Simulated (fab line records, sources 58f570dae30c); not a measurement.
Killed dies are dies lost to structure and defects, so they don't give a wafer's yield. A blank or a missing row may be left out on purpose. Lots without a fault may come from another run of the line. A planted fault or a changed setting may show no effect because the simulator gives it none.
A struck lot beside a sound one | flow berkeley_cmos170 | 26 steps out of a route of 331
Sound: wafers L735.1, L735.5, L735.6. Struck: wafers L750.3, L750.4, L750.6. The cause comes at the end.
At each step with rows: each side's tool, then ch and its chambers, then its first start. Under that, the readings that differ: sound wafers | struck wafers | difference of the means | sigmas: that difference in standard deviations of wafers without a fault.
alike: readings whose means differ by less than 2 such deviations, and words and numbers that are the same on both sides. not compared: withheld readings, readings that some wafer has no value for, bounds like >300 that may hide the same value, and numbers for which the record gives no deviation and whose values overlap.
The two part at a step that has a row with sigmas, a row that says differs or no value, or rows on one side only. Numbers that don't overlap but have no deviation are shown without sigmas and don't part them. A reading that every wafer of one side lacks parts them only if that side has two wafers or more.

first, 2 steps without rows for these wafers: UCB170_SCREENOX_WET_ETCH_00 (etches SiO2 in dHF, time 200 s); UCB170_SCREENOX_OXIDATION_01 (target thk 14.4 nm, ox time 2400 s).
UCB170_SCREENOX_THK_MEAS_02:
  sound on film_metro-02, day 7 00:32; struck on film_metro-03, day 10 02:20
  alike: SCREENOX_OXIDE_THK
then, 7 steps without rows for these wafers: UCB170_SCREENOX_ANNEAL_03 (time 900 s); UCB170_NVT_HMDS_00 (prime time 60 s); UCB170_NVT_COAT_01 (resist thk 900 nm); UCB170_NVT_SOFTBAKE_02 (time 60 s); UCB170_NVT_EXPOSE_03 (exposes mask PWELL, target cd 3000 nm); UCB170_NVT_PEB_04; UCB170_NVT_DEVELOP_05 (develop time 45 s).
UCB170_NVT_OVL_MEAS_06:
  sound on overlay-02, day 7 07:39; struck on overlay-01, day 10 07:04
  alike: NVT_OVL
then, 1 step without rows for these wafers: UCB170_NVT_IMPLANT_07.
UCB170_NVT_STRIP_08: strips in O2.
  sound on plasma_asher-03 ch 0,1, day 7 07:50; struck on plasma_asher-01 ch 0,1, day 10 07:16
  no value came back on the struck wafers for any of 5 readings (chamber_pressure_mTorr (mTorr), drypump_motor_current_A (A) and others); on the sound wafers chamber_pressure_mTorr (mTorr) reads 3500 3498 3498
  reading                              | sound | struck            | difference | sigmas
  model.KrF_of_NVT_COAT_01.thk_nm (nm) | 0 0 0 | 887.6 886.6 887.2 | +887.1     |
  not compared: rf_hours_counter_h
UCB170_NVT_TW_MEAS_09:
  sound on film_metro-01, day 7 07:56; struck on film_metro-02, day 10 07:22
  alike: NVT_TW
then, 7 steps without rows for these wafers: UCB170_NVT_CLEAN_10 (cleans in SPM, time 600 s); UCB170_PVT_HMDS_00 (prime time 60 s); UCB170_PVT_COAT_01 (resist thk 900 nm); UCB170_PVT_SOFTBAKE_02 (time 60 s); UCB170_PVT_EXPOSE_03 (exposes mask NWELL, target cd 3000 nm); UCB170_PVT_PEB_04; UCB170_PVT_DEVELOP_05 (develop time 45 s).
UCB170_PVT_OVL_MEAS_06:
  sound on overlay-02, day 7 11:33; struck on overlay-01, day 10 08:26
  reading      | sound  | struck   | difference | sigmas
  PVT_OVL (nm) | 7 8 15 | -6 -1 -1 | -13        | -2
then, 1 step without rows for these wafers: UCB170_PVT_IMPLANT_07.
UCB170_PVT_STRIP_08: strips in O2.
  sound on plasma_asher-04 ch 0,1, day 7 11:44; struck on plasma_asher-01 ch 0,1, day 10 08:38
  reading                      | sound             | struck            | difference | sigmas
  drypump_motor_current_A (A)  | 6.4 6.4 6.0       | 5.8 5.0 5.0       | -1.0       | -2
  strip_time_to_endpoint_s (s) | 21.62 21.59 21.52 | 47.82 47.78 47.79 | +26.22     | +99 or more
  alike: chamber_pressure_mTorr, o2_flow_sccm, oes_product_au
  not compared: rf_hours_counter_h
UCB170_PVT_TW_MEAS_09:
  sound on film_metro-01, day 7 11:50; struck on film_metro-04, day 10 08:43
  reading | sound       | struck   | difference | sigmas
  PVT_TW  | 508 509 508 | 31 30 30 | -478       | -99 or more
then, 1 step without rows for these wafers: UCB170_GATE_WET_ETCH_00 (etches SiO2 in dHF, time 200 s).

WHERE THEY PART
First at UCB170_NVT_STRIP_08; last, within this record, at UCB170_PVT_TW_MEAS_09.

WHY: what the simulator had put in
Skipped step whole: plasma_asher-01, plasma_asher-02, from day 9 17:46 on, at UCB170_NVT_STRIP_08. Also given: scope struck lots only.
